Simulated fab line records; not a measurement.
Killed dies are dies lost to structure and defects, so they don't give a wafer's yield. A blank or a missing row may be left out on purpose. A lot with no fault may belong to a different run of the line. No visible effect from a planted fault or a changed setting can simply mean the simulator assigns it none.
Which tool did it?    flow berkeley_cmos170    14 lots, 42 wafers sampled, at 6 steps of a route of 331

WHAT THE GAUGES SHOWED, per wafer
UCB170_ACTIVE_OVL_MEAS_14.
lot   measured     on          ACTIVE_OVL (nm)
L951  day 4 00:47  overlay-01  -1 -3 0
L953  day 4 14:13  overlay-02  -4 -2 -5
L954  day 4 21:37  overlay-02  1 -4 -7
L956  day 5 03:38  overlay-02  6 8 8
L958  day 5 18:19  overlay-02  -2 -4 -9
L957  day 5 18:32  overlay-02  2 7 3
L959  day 6 02:29  overlay-02  10 5 8
L962  day 6 16:44  overlay-01  0 1 2
L965  day 7 17:05  overlay-02  -5 -3 5
L968  day 8 01:16  overlay-02  2 1 4
L971  day 8 14:05  overlay-01  1 4 -2
L972  day 8 19:57  overlay-02  8 -4 -1
L973  day 8 20:13  overlay-02  -1 -8 -4
L974  day 8 20:30  overlay-01  2 5 0

UCB170_FIELD_THK_MEAS_90.
lot   measured     on             FIELD_OXIDE_LEFT_1_THK (nm)
L951  day 4 20:39  film_metro-02  455 460 455
L953  day 5 08:16  film_metro-04  433 432 431
L954  day 5 18:11  film_metro-03  444 432 451
L956  day 5 21:41  film_metro-03  437 428 435
L958  day 6 09:07  film_metro-02  441 446 447
L957  day 6 09:08  film_metro-03  433 442 431
L959  day 6 18:16  film_metro-02  432 431 442
L962  day 7 06:42  film_metro-03  458 447 441
L965  day 8 10:43  film_metro-04  434 442 434
L968  day 8 15:54  film_metro-03  431 437 433
L971  day 9 04:49  film_metro-04  442 440 446
L972  day 9 09:50  film_metro-02  446 424 426
L973  day 9 09:49  film_metro-04  429 441 439
L974  day 9 12:41  film_metro-02  418 427 423

UCB170_NLDD_TW_MEAS_11.
lot   measured      on             NLDD_TW
L951  day 6 14:29   film_metro-01  2200 2205 2195
L953  day 6 22:23   film_metro-02  2211 2215 2218
L954  day 7 06:38   film_metro-01  2190 2191 2205
L956  day 7 06:20   film_metro-02  2220 2222 2213
L958  day 7 16:58   film_metro-02  2209 2210 2218
L957  day 7 17:44   film_metro-01  2199 2189 2179
L959  day 7 21:41   film_metro-01  2192 2176 2209
L962  day 8 12:33   film_metro-04  2262 2252 2250
L965  day 9 13:22   film_metro-01  2109 2106 2111
L968  day 10 00:14  film_metro-04  2171 2168 2168
L971  day 10 15:32  film_metro-01  2186 2190 2187
L972  day 10 23:08  film_metro-01  2186 2186 2196
L973  day 10 23:19  film_metro-04  2240 2242 2240
L974  day 11 00:34  film_metro-02  2210 2219 2205

UCB170_SDANNEAL_RS_MEAS_05: measurement is done with a four-point probe.
lot   measured      on             NLDD_RS (ohm/sq)
L951  day 7 03:52   film_metro-01  614.6 614.1 617.1
L953  day 7 07:24   film_metro-02  615.2 616.6 615.4
L954  day 7 16:52   film_metro-01  614.5 616.3 614.6
L956  day 7 16:22   film_metro-02  617.7 617.7 616.8
L958  day 8 05:08   film_metro-02  617.9 618.3 617.7
L957  day 8 05:27   film_metro-04  616.7 615.0 617.5
L959  day 8 06:45   film_metro-02  617.4 617.3 617.2
L962  day 8 21:00   film_metro-04  616.6 617.9 617.8
L965  day 10 01:04  film_metro-01  666.5 667.1 665.3
L968  day 10 12:56  film_metro-01  665.4 666.5 665.7
L971  day 11 04:19  film_metro-01  615.9 617.3 617.3
L972  day 11 14:32  film_metro-01  614.7 616.3 617.2
L973  day 11 14:50  film_metro-02  618.2 614.8 617.2
L974  day 11 14:59  film_metro-01  617.3 618.9 618.3

WHICH TOOL RAN EACH LOT (tool, then ch and the chambers of the sampled wafers, then the start)
lot   UCB170_ACTIVE_ETCH_15              UCB170_NLDD_IMPLANT_08
L951  rie_diel-04 ch 0,1,3, day 4 00:49  implanter-01 ch 0, day 6 14:04
L953  rie_diel-04 ch 2,3, day 4 14:15    implanter-03 ch 0, day 6 21:59
L954  rie_diel-03 ch 0,1,2, day 4 21:38  implanter-03 ch 0, day 7 06:16
L956  rie_diel-04 ch 1,2, day 5 03:40    implanter-01 ch 0, day 7 05:56
L958  rie_diel-03 ch 0,1,3, day 5 18:21  implanter-04 ch 0, day 7 16:34
L957  rie_diel-04 ch 0,2,3, day 5 18:34  implanter-03 ch 0, day 7 17:22
L959  rie_diel-04 ch 2,3, day 6 02:31    implanter-01 ch 0, day 7 21:17
L962  rie_diel-03 ch 0,1,3, day 6 16:46  implanter-01 ch 0, day 8 12:10
L965  rie_diel-01 ch 0,3, day 7 17:07    implanter-03 ch 0, day 9 12:58
L968  rie_diel-04 ch 0,2, day 8 01:17    implanter-03 ch 0, day 9 23:52
L971  rie_diel-03 ch 1,2, day 8 14:08    implanter-04 ch 0, day 10 15:08
L972  rie_diel-04 ch 1,2,3, day 8 19:59  implanter-04 ch 0, day 10 22:46
L973  rie_diel-03 ch 2,3, day 8 20:15    implanter-01 ch 0, day 10 22:56
L974  rie_diel-01 ch 0,1,2, day 8 20:32  implanter-04 ch 0, day 11 00:10
- UCB170_ACTIVE_ETCH_15: etches Si3N4 in CH3F/Ar/O2, stops on SiO2, target depth 242 nm, time 151 s.
- UCB170_NLDD_IMPLANT_08

AS READ BY THE TOOLS THEMSELVES (means over the sampled wafers that have a number; for cases with no such wafer, the mark the record gives instead)
UCB170_ACTIVE_ETCH_15.
lot   tool         drypump_motor_current_A (A)  oes_product_au (a.u.)  throttle_valve_pct (%)
L951  rie_diel-04  5.8                          0.934                  7.82
L953  rie_diel-04  5.9                          0.935                  8.11
L954  rie_diel-03  5.3                          0.958                  8.09
L956  rie_diel-04  5.8                          0.938                  8.10
L958  rie_diel-03  5.6                          0.945                  7.99
L957  rie_diel-04  5.8                          0.924                  7.98
L959  rie_diel-04  6.1                          0.944                  7.96
L962  rie_diel-03  5.6                          0.946                  7.99
L965  rie_diel-01  5.4                          0.954                  8.03
L968  rie_diel-04  5.6                          0.923                  8.13
L971  rie_diel-03  5.2                          0.934                  8.20
L972  rie_diel-04  6.0                          0.945                  7.94
L973  rie_diel-03  5.3                          0.924                  8.13
L974  rie_diel-01  5.8                          0.964                  7.89

UCB170_NLDD_IMPLANT_08.
lot   tool          dose_ions_cm2  faraday_current_uA
L951  implanter-01  5e+13          155.0
L953  implanter-03  5e+13          159.1
L954  implanter-03  5e+13          158.5
L956  implanter-01  5e+13          158.1
L958  implanter-04  5e+13          157.3
L957  implanter-03  5e+13          160.2
L959  implanter-01  5e+13          158.0
L962  implanter-01  5e+13          159.5
L965  implanter-03  4e+13          123.0
L968  implanter-03  4e+13          123.5
L971  implanter-04  5e+13          160.3
L972  implanter-04  5e+13          160.8
L973  implanter-01  5e+13          158.6
L974  implanter-04  5e+13          156.1

THE ANSWER, worked out from the rows above alone
Rule: what is usual is taken from the lots themselves. The widest of any qualifying gaps counts: lots, ordered by their means at a reading, are off when they make up no more than a third of the lots, leave a main group of 4 or more, and stand apart from it by 3 or more times the standard deviation of that group's means. If all means in a main group match to the digits the tables above print for the reading, that group is not used. A lot without any number at a reading at which 4 lots or more have one is off too. All remaining lots with rows at the step are treated as sound. Order of review: gauges by route order, followed by the tools' own readings, for which a lot's mean as printed above is used. At the first step where some lot is off, the reading lying furthest off is the one used; lots without a number count as furthest.
Off: at UCB170_SDANNEAL_RS_MEAS_05 (NLDD_RS), L965, L968. Main group: mean 616.7 ohm/sq, sd 0.96.
A tool fits if, at a process step before that reading, it ran every lot that is off, and no sound lot after the first of them. Not tried: the gauges at UCB170_SDANNEAL_RS_MEAS_05; whatever is off there is also off at UCB170_NLDD_IMPLANT_08, on other tools, and gauge error can't account for it. One fits: implanter-03 at UCB170_NLDD_IMPLANT_08. A fault onset in the window from L957 (day 7 17:22, its last sound lot) to L965 (day 9 12:58, its first lot off) fits.
The tool's own readings at UCB170_NLDD_IMPLANT_08 bear it out: on the lots that are off they differ by more than 5 times the standard deviation of the sound lots' means. dose_ions_cm2 reads 4e+13 there against 5e+13 on the sound lots; faraday_current_uA reads 123.2 there against 158.5 on the sound lots.

WHAT HAD BEEN PUT IN BY THE SIMULATOR
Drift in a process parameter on implanter-03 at UCB170_NLDD_IMPLANT_08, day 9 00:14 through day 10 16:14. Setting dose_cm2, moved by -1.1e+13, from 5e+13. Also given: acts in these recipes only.
Lots struck among those shown: L965, L968. The same result came from the rule above.
